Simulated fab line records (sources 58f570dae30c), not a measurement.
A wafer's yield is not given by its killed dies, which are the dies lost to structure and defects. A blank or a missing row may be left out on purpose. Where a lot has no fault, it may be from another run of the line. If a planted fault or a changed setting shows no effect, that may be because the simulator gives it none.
Code-filled problem report in 8D (eight disciplines) form + flow berkeleyCmos170 + the parts of the form that need people (team, actions taken, sign-off) are left out

1. WHAT IS WRONG
Mean of tubeCenterTempC at UCB170_M1_ANNEAL_14: 290 C across 6 wafers in 2 lots; on wafers with no fault it is 400 C (standard deviation 0.036). That is -99 or more standard deviations from the usual mean.
The step: time 1200 s.
First observed at day 12 00:43: wafer L362.1, on furnace-03. At this step, 18 wafers from 6 lots have a number in the record. The rule behind "out" and "out of limits": a value lying over 4 standard deviations away from the usual mean. The rest of the wafers with a number are treated as sound.

2. WHAT IT IS; WHAT IT IS NOT
| question                    | is                                                                                                                                              | is not                       |
|-----------------------------|-------------------------------------------------------------------------------------------------------------------------------------------------|------------------------------|
| which readings at this step | tubeCenterTempC, spikeTcCentreC, spikeTcLoadC, spikeTcSourceC, tube_center_temp_C_max, zonePowerCentrePct, zonePowerLoadPct, zonePowerSourcePct | -                            |
| which lots                  | L361, L362                                                                                                                                      | L346, L348, L354, L359       |
| which wafers of those lots  | all that have a number                                                                                                                          | -                            |
| read on which tools         | furnace-03                                                                                                                                      | -                            |
| when                        | from day 12 00:43                                                                                                                               | up to then (12 sound wafers) |

3. THE SUSPECTS, EACH WITH WHAT RULES IT OUT
Counting: a tool at a process step up to the reading stays a suspect if it ran every lot that is out and no sound lot after the first of them.
- furnace-03 at UCB170_M1_ANNEAL_14 (time 1200 s): kept. Every lot that is out went through it, starting with L362 (day 12 00:43), and after that it ran no sound lot; the last sound lot it ran before then is L359 (day 11 09:13). On those wafers its own readings are out: spikeTcCentreC, spikeTcLoadC, spikeTcSourceC, tubeCenterTempC, tube_center_temp_C_max, zonePowerCentrePct, zonePowerLoadPct, zonePowerSourcePct.
The count leaves furnace-03 at UCB170_M1_ANNEAL_14.

4. THE CAUSE (what the simulator had put in)
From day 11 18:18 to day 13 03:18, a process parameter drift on furnace-03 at UCB170_M1_ANNEAL_14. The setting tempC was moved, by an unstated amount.
The count eliminated every tool but this one.

5. SEQUENCE OF EFFECTS, ordered by route
Rows list readings where the struck wafers' mean (over those with a number) sits beyond 3 standard deviations from the usual. Readings are gone through only where the record gives a usual standard deviation; hours: the median, over the lots, of the time from a lot's start at the first step in this table giving one to that lot's start at this step; sigmas: the change measured in usual standard deviations.
| hours | step                | reading                | usual   | on struck wafers | change  | sigmas      |
|-------|---------------------|------------------------|---------|------------------|---------|-------------|
| 0     | UCB170_M1_ANNEAL_14 | spikeTcCentreC         | 401.4 C | 291.6            | -109.8  | -99 or more |
| 0     | UCB170_M1_ANNEAL_14 | spikeTcLoadC           | 414.2 C | 303.4            | -110.8  | -99 or more |
| 0     | UCB170_M1_ANNEAL_14 | spikeTcSourceC         | 413.9 C | 302.5            | -111.4  | -99 or more |
| 0     | UCB170_M1_ANNEAL_14 | tubeCenterTempC        | 400 C   | 290              | -110    | -99 or more |
| 0     | UCB170_M1_ANNEAL_14 | tube_center_temp_C_max | 401.06  | 291.10           | -109.96 | -99 or more |
| 0     | UCB170_M1_ANNEAL_14 | zonePowerCentrePct     | 16.80 % | 11.89            | -4.91   | -33         |
| 0     | UCB170_M1_ANNEAL_14 | zonePowerLoadPct       | 5.25 %  | 3.38             | -1.88   | -33         |
| 0     | UCB170_M1_ANNEAL_14 | zonePowerSourcePct     | 6.05 %  | 3.83             | -2.22   | -35         |
Its process steps:
- UCB170_M1_ANNEAL_14: time 1200 s.

6. HOW IT WOULD HAVE BEEN CAUGHT EARLIER
6 hours passed between the start of the fault at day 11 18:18 and the first reading out of limits in this record, taken at day 12 00:43.
